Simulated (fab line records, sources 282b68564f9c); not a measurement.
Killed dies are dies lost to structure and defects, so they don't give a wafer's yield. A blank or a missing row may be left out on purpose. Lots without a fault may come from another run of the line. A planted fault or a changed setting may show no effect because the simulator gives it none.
Which tool did it? | flow rit_cmos | 13 lots, 39 wafers sampled, at 1 step of a route of 202

WHAT THE GAUGES READ, wafer by wafer
The record holds no reading of a measuring or inspecting step that can be judged against a usual standard deviation.

WHICH TOOL RAN EACH LOT (tool, then ch and the chambers of the sampled wafers, then the start)
lot  | RIT_SPACER_ETCHBACK_05
L140 | rie_diel-03 ch 1,2,3, day 2 23:04
L141 | rie_diel-01 ch 1,3, day 3 03:17
L143 | rie_diel-03 ch 0,1, day 3 14:12
L144 | rie_diel-03 ch 1,2, day 3 18:34
L145 | rie_diel-04 ch 0,1,3, day 3 23:16
L146 | rie_diel-04 ch 1,3, day 4 06:29
L148 | rie_diel-03 ch 1,3, day 4 16:23
L149 | rie_diel-04 ch 0,1,2, day 4 18:18
L151 | rie_diel-01 ch 0,2,3, day 5 06:56
L154 | rie_diel-01 ch 2,3, day 5 20:12
L156 | rie_diel-03 ch 2,3, day 6 05:26
L158 | rie_diel-03 ch 0,2,3, day 6 16:25
L163 | rie_diel-04 ch 0,1,2, day 7 19:30
- RIT_SPACER_ETCHBACK_05: etches Si3N4 in SF6/CHF3, stops on SiO2, target depth 250 nm, time 240 s.

WHAT THE TOOLS THEMSELVES READ (means of the sampled wafers that have a number; where no wafer has one, the mark that the record gives instead)
RIT_SPACER_ETCHBACK_05.
lot  | tool        | drypump_motor_current_A (A) | oes_product_au (a.u.) | run_length_s (s) | throttle_valve_pct (%)
L140 | rie_diel-03 | 5.5                         | 0.853                 | 268.3            | 10.39
L141 | rie_diel-01 | 5.7                         | 0.843                 | 268.6            | 10.26
L143 | rie_diel-03 | 5.9                         | 0.824                 | 268.2            | 10.33
L144 | rie_diel-03 | 5.6                         | 0.840                 | 268.2            | 10.37
L145 | rie_diel-04 | 5.4                         | 0.839                 | 268.3            | 10.32
L146 | rie_diel-04 | 5.6                         | 0.829                 | 268.5            | 10.23
L148 | rie_diel-03 | 5.7                         | 0.856                 | 268.0            | 10.44
L149 | rie_diel-04 | 5.3                         | 0.848                 | 268.1            | 10.30
L151 | rie_diel-01 | 5.8                         | 0.832                 | 268.3            | 10.34
L154 | rie_diel-01 | 5.7                         | 0.837                 | 268.4            | 10.28
L156 | rie_diel-03 | 5.2                         | 0.838                 | 268.6            | 10.37
L158 | rie_diel-03 | 5.5                         | 0.886                 | 245.6            | 10.35
L163 | rie_diel-04 | 5.2                         | 0.837                 | 268.0            | 10.29

THE ANSWER, worked out from the rows above alone
Rule: what is usual is taken from the lots themselves. Put in order of their means at a reading, lots are off if they are a third of the lots or fewer, leave a main group of 4 or more, and stand apart from it by a gap of 3 or more times the standard deviation of the main group's means; of several such gaps the widest counts. A main group whose means are all the same, to the digits that the tables above print for the reading, isn't used. A lot without any number at a reading at which 4 lots or more have one is off too. The other lots that the step has rows for count as sound. The gauges are gone through in route order, then the tools' own readings, and for those a lot's mean is taken as printed above. The first step at which some lot is off is used, and at that step the reading that is off furthest; a lot without a number counts as furthest.
Off: L158, at RIT_SPACER_ETCHBACK_05 (run_length_s). The main group: mean 268.3 s, standard deviation 0.2.
A tool fits if, at that step or a process step before it, it ran every lot that is off, and no sound lot after the first of them. One fits: rie_diel-03 at RIT_SPACER_ETCHBACK_05. Its last sound lot is L156 (day 6 05:26), its first lot that is off L158 (day 6 16:25): a fault that began between those two fits.
The tool's own readings at RIT_SPACER_ETCHBACK_05 bear it out: on the lots that are off they differ by more than 5 times the standard deviation of the sound lots' means. oes_product_au reads 0.886 a.u. there against 0.840 a.u. on the sound lots; run_length_s reads 245.6 s there against 268.3 s on the sound lots.

WHAT THE SIMULATOR HAD PUT IN
Process parameter drift: rie_diel-03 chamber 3, from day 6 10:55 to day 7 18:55, at RIT_SPACER_ETCHBACK_05. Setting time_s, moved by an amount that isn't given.
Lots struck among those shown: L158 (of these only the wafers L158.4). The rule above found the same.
